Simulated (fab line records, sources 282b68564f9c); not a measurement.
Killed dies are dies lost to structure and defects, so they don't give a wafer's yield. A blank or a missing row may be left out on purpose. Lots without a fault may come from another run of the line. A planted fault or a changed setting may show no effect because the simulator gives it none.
A struck lot beside a sound one | flow rit_cmos | 21 steps out of a route of 202
Sound: wafers L682.1, L682.4, L682.5. Struck: wafers L688.1, L688.3, L688.4. The cause comes at the end.
At each step with rows: each side's tool, then ch and its chambers, then its first start. Under that, the readings that differ: sound wafers | struck wafers | difference of the means | sigmas: that difference in standard deviations of wafers without a fault.
alike: readings whose means differ by less than 2 such deviations, and words and numbers that are the same on both sides. not compared: withheld readings, readings that some wafer has no value for, bounds like >300 that may hide the same value, and numbers for which the record gives no deviation and whose values overlap.
The two part at a step that has a row with sigmas, a row that says differs or no value, or rows on one side only. Numbers that don't overlap but have no deviation are shown without sigmas and don't part them. A reading that every wafer of one side lacks parts them only if that side has two wafers or more.

first, 4 steps without rows for these wafers: RIT_NWELL_SOFTBAKE_02 (time 60 s); RIT_NWELL_EXPOSE_03 (exposes mask M2, target cd 43900 nm); RIT_NWELL_PEB_04; RIT_NWELL_DEVELOP_05 (develop time 68 s).
RIT_NWELL_OVL_MEAS_06:
  sound on overlay-01, day 1 22:13; struck on overlay-01, day 3 02:32
  alike: NWELL_OVL
then, 2 steps without rows for these wafers: RIT_NWELL_HARDBAKE_07 (time 120 s); RIT_NWELL_IMPLANT_08.
RIT_NWELL_STRIP_09: strips in O2, time 180 s.
  sound on plasma_asher-02 ch 0,1, day 1 22:38; struck on plasma_asher-02 ch 0,1, day 3 02:58
  alike: drypump_motor_current_A
  not compared: rf_hours_counter_h
RIT_NWELL_TW_MEAS_10:
  sound on film_metro-01, day 1 22:49; struck on film_metro-01, day 3 03:08
  alike: NWELL_TW
then, 3 steps without rows for these wafers: RIT_PWELL_HMDS_00 (prime time 60 s); RIT_PWELL_COAT_01 (resist thk 1300 nm); RIT_PWELL_SOFTBAKE_02 (time 60 s).
RIT_PWELL_EXPOSE_03: exposes mask M3, target cd 43700 nm.
  sound on iline_stepper-01 ch 0, day 1 23:20; struck on iline_stepper-01 ch 0, day 3 03:39
  reading | sound          | struck         | difference | sigmas
  mask    | M3#0 M3#0 M3#0 | M2#0 M2#0 M2#0 | differs    |
then, 2 steps without rows for these wafers: RIT_PWELL_PEB_04; RIT_PWELL_DEVELOP_05 (develop time 68 s).
RIT_PWELL_OVL_MEAS_06:
  sound on overlay-01, day 1 23:46; struck on overlay-01, day 3 04:05
  reading        | sound       | struck | difference                    | sigmas
  PWELL_OVL (nm) | 1.2 2.0 2.3 | - - -  | no value on the struck wafers |
then, 2 steps without rows for these wafers: RIT_PWELL_HARDBAKE_07 (time 120 s); RIT_PWELL_IMPLANT_08.
RIT_PWELL_STRIP_09: strips in O2, time 180 s.
  sound on plasma_asher-03 ch 0,1, day 2 00:11; struck on plasma_asher-04 ch 0,1, day 3 04:33
  alike: drypump_motor_current_A
  not compared: rf_hours_counter_h
RIT_PWELL_TW_MEAS_10:
  sound on film_metro-01, day 2 00:22; struck on film_metro-03, day 3 04:43
  reading  | sound       | struck   | difference | sigmas
  PWELL_TW | 944 946 944 | 30 30 30 | -915       | -99 or more
then, 1 step without rows for these wafers: RIT_WELLDRIVE_ANNEAL_00 (time 14700 s).

WHERE THEY PART
First at RIT_PWELL_EXPOSE_03; last, within this record, at RIT_PWELL_TW_MEAS_10.

WHY: what the simulator had put in
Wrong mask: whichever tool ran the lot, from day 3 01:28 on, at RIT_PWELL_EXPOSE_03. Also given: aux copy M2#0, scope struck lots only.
